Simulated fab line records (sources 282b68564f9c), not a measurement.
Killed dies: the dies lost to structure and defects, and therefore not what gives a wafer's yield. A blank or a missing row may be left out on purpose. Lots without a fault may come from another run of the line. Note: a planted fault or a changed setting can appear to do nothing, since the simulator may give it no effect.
The tool behind it: which one? ; flow ritCmos ; 13 lots with 39 wafers sampled at 5 steps, on a route of 202 steps

WHAT THE GAUGES READ, wafer by wafer
RIT_ACTIVE_THK_MEAS_04.
lot;measured;on;ACTIVE_NITRIDE_THK (nm)
L435;day 1 13:32;filmMetro-01;151.9 151.6 150.6
L436;day 1 18:32;filmMetro-03;147.9 148.0 149.0
L441;day 2 20:16;filmMetro-04;150.8 151.0 150.0
L442;day 3 01:16;filmMetro-03;150.4 149.4 149.4
L444;day 3 10:33;filmMetro-01;149.0 150.2 149.3
L445;day 3 15:32;filmMetro-01;149.1 147.9 147.6
L446;day 3 20:32;filmMetro-04;151.1 152.2 152.2
L447;day 4 02:15;filmMetro-03;150.7 152.0 152.6
L451;day 4 21:49;filmMetro-04;150.9 152.0 150.8
L452;day 5 02:32;filmMetro-01;119.8 119.9 119.7
L454;day 5 12:32;filmMetro-01;149.4 148.6 149.5
L456;day 5 22:32;filmMetro-01;149.5 149.6 150.4
L458;day 6 08:53;filmMetro-01;149.8 150.5 150.8

RIT_GATE_OVL_MEAS_17.
lot;measured;on;GATE_OVL (nm)
L435;day 2 13:33;overlay-02;-0.7 -0.1 -0.4
L436;day 2 18:59;overlay-02;-0.4 -1.1 -0.6
L441;day 3 19:20;overlay-02;-1.1 -2.4 -1.2
L442;day 4 00:53;overlay-01;0.8 2.2 2.7
L444;day 4 09:55;overlay-02;-3.6 -4.1 -3.2
L445;day 4 14:57;overlay-02;-1.5 -0.8 -1.3
L446;day 4 22:50;overlay-01;-2.9 -1.3 -3.4
L447;day 5 01:31;overlay-01;1.8 1.3 1.6
L451;day 5 21:04;overlay-01;2.0 1.5 0.1
L452;day 6 01:13;overlay-01;1.9 1.7 0.8
L454;day 6 13:14;overlay-02;-0.1 -2.0 -2.0
L456;day 6 21:13;overlay-02;1.1 0.6 0.4
L458;day 7 07:32;overlay-02;-2.3 -1.8 -2.7

TOOL THAT RAN EACH LOT (tool first, then ch and the chambers of the sampled wafers, then the start)
lot;RIT_ACTIVE_CVD_03;RIT_ACTIVE_ETCH_13;RIT_PWELL_STRIP_09
L435;lpcvd-02 ch 0, day 1 12:07;rieDiel-03 ch 0,2,3, day 1 14:47;plasmaAsher-04 ch 0,1, day 1 22:30
L436;lpcvd-01 ch 1, day 1 17:07;rieDiel-02 ch 0,1,2, day 1 19:53;plasmaAsher-04 ch 0,1, day 2 04:50
L441;lpcvd-01 ch 1, day 2 18:07;rieDiel-02 ch 0,2,3, day 2 21:25;plasmaAsher-04 ch 0,1, day 3 06:04
L442;lpcvd-02 ch 1, day 2 23:07;rieDiel-03 ch 0,1,2, day 3 02:32;plasmaAsher-04 ch 0,1, day 3 10:00
L444;lpcvd-02 ch 1, day 3 09:07;rieDiel-04 ch 0,1,2, day 3 11:43;plasmaAsher-04 ch 0,1, day 3 19:25
L445;lpcvd-02 ch 0, day 3 14:07;rieDiel-02 ch 0,1,2, day 3 16:43;plasmaAsher-01 ch 0,1, day 4 01:28
L446;lpcvd-02 ch 0, day 3 19:07;rieDiel-03 ch 0,2,3, day 3 21:43;plasmaAsher-04 ch 0,1, day 4 06:13
L447;lpcvd-01 ch 0, day 4 00:07;rieDiel-03 ch 0,2, day 4 03:25;plasmaAsher-04 ch 0, day 4 12:05
L451;lpcvd-01 ch 0, day 4 20:24;rieDiel-04 ch 0,1,3, day 4 23:00;plasmaAsher-01 ch 0,1, day 5 07:30
L452;lpcvd-02 ch 1, day 5 01:07;rieDiel-04 ch 1,3, day 5 03:50;plasmaAsher-03 ch 0,1, day 5 11:42
L454;lpcvd-01 ch 1, day 5 11:07;rieDiel-02 ch 1,2, day 5 13:50;plasmaAsher-04 ch 0,1, day 5 21:55
L456;lpcvd-01 ch 1, day 5 21:07;rieDiel-03 ch 1,2,3, day 5 23:50;plasmaAsher-04 ch 0,1, day 6 07:30
L458;lpcvd-01 ch 1, day 6 07:26;rieDiel-04 ch 0,1,2, day 6 10:10;plasmaAsher-03 ch 0,1, day 6 17:37
- RIT_ACTIVE_CVD_03: deposits Si3N4 from SiH2Cl2/NH3, target thk 150 nm, time 1500 s.
- RIT_ACTIVE_ETCH_13: etches Si3N4 in SF6, stops on SiO2, time 210 s, target depth 210 nm.
- RIT_PWELL_STRIP_09: strips in O2, time 180 s.

WHAT THE TOOLS THEMSELVES READ (means of the sampled wafers that have a number; where no wafer has one, the mark that the record gives instead)
RIT_ACTIVE_CVD_03.
lot;tool;spikeTcCentreC (C)
L435;lpcvd-02;813.3
L436;lpcvd-01;815.4
L441;lpcvd-01;815.0
L442;lpcvd-02;812.1
L444;lpcvd-02;812.2
L445;lpcvd-02;812.1
L446;lpcvd-02;812.1
L447;lpcvd-01;812.7
L451;lpcvd-01;813.0
L452;lpcvd-02;812.3
L454;lpcvd-01;813.6
L456;lpcvd-01;814.2
L458;lpcvd-01;815.0

RIT_ACTIVE_ETCH_13.
lot;tool;drypumpMotorCurrentA (A);oesProductAu (a.u.);throttleValvePct (%)
L435;rieDiel-03;5.7;0.821;7.53
L436;rieDiel-02;5.4;0.810;7.49
L441;rieDiel-02;5.5;0.806;7.57
L442;rieDiel-03;5.6;0.803;7.48
L444;rieDiel-04;5.5;0.819;7.56
L445;rieDiel-02;5.4;0.810;7.50
L446;rieDiel-03;5.6;0.820;7.53
L447;rieDiel-03;5.4;0.814;7.59
L451;rieDiel-04;5.8;0.822;7.52
L452;rieDiel-04;6.1;0.732;7.51
L454;rieDiel-02;5.0;0.825;7.47
L456;rieDiel-03;5.9;0.811;7.42
L458;rieDiel-04;5.6;0.824;7.55

RIT_PWELL_STRIP_09.
lot;tool;drypumpMotorCurrentA (A)
L435;plasmaAsher-04;5.76
L436;plasmaAsher-04;5.79
L441;plasmaAsher-04;5.88
L442;plasmaAsher-04;5.77
L444;plasmaAsher-04;5.75
L445;plasmaAsher-01;5.58
L446;plasmaAsher-04;5.78
L447;plasmaAsher-04;6.00
L451;plasmaAsher-01;5.58
L452;plasmaAsher-03;5.63
L454;plasmaAsher-04;5.77
L456;plasmaAsher-04;5.78
L458;plasmaAsher-03;5.63

THE ANSWER, worked out from the rows above alone
Rule: what is usual is taken from the lots themselves. Put in order of their means at a reading, lots are off if they are a third of the lots or fewer, leave a main group of 4 or more, and stand apart from it by a gap of 3 or more times the standard deviation of the main group's means; of several such gaps the widest counts. The tables above print the reading to a certain number of digits; a main group whose means all agree to those digits is not used. A lot without any number at a reading at which 4 lots or more have one is off too. Where the step has rows for the other lots, those lots are counted as sound. First the gauges in route order, then the tools' own readings, where a lot's mean is used as printed above. The first step at which some lot is off is used, and at that step the reading that is off furthest; a lot without a number counts as furthest.
Off: L452, seen at RIT_ACTIVE_THK_MEAS_04 (ACTIVE_NITRIDE_THK). The main group: mean 150.2 nm, standard deviation 1.2.
A tool fits if, at a process step before that reading, it ran every lot that is off, and no sound lot after the first of them. Not tried: the gauges at RIT_ACTIVE_THK_MEAS_04; whatever is off there is also off at RIT_ACTIVE_ETCH_13, on other tools, and gauge error can't account for it. One candidate fits, namely lpcvd-02 at RIT_ACTIVE_CVD_03. Its last sound lot is L446 (day 3 19:07), its first lot that is off L452 (day 5 01:07): a fault that began between those two fits.

WHAT THE SIMULATOR HAD PUT IN
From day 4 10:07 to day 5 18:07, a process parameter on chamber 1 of lpcvd-02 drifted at RIT_ACTIVE_CVD_03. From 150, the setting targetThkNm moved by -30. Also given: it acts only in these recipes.
Struck lots among those shown: L452. The rule above found the same.
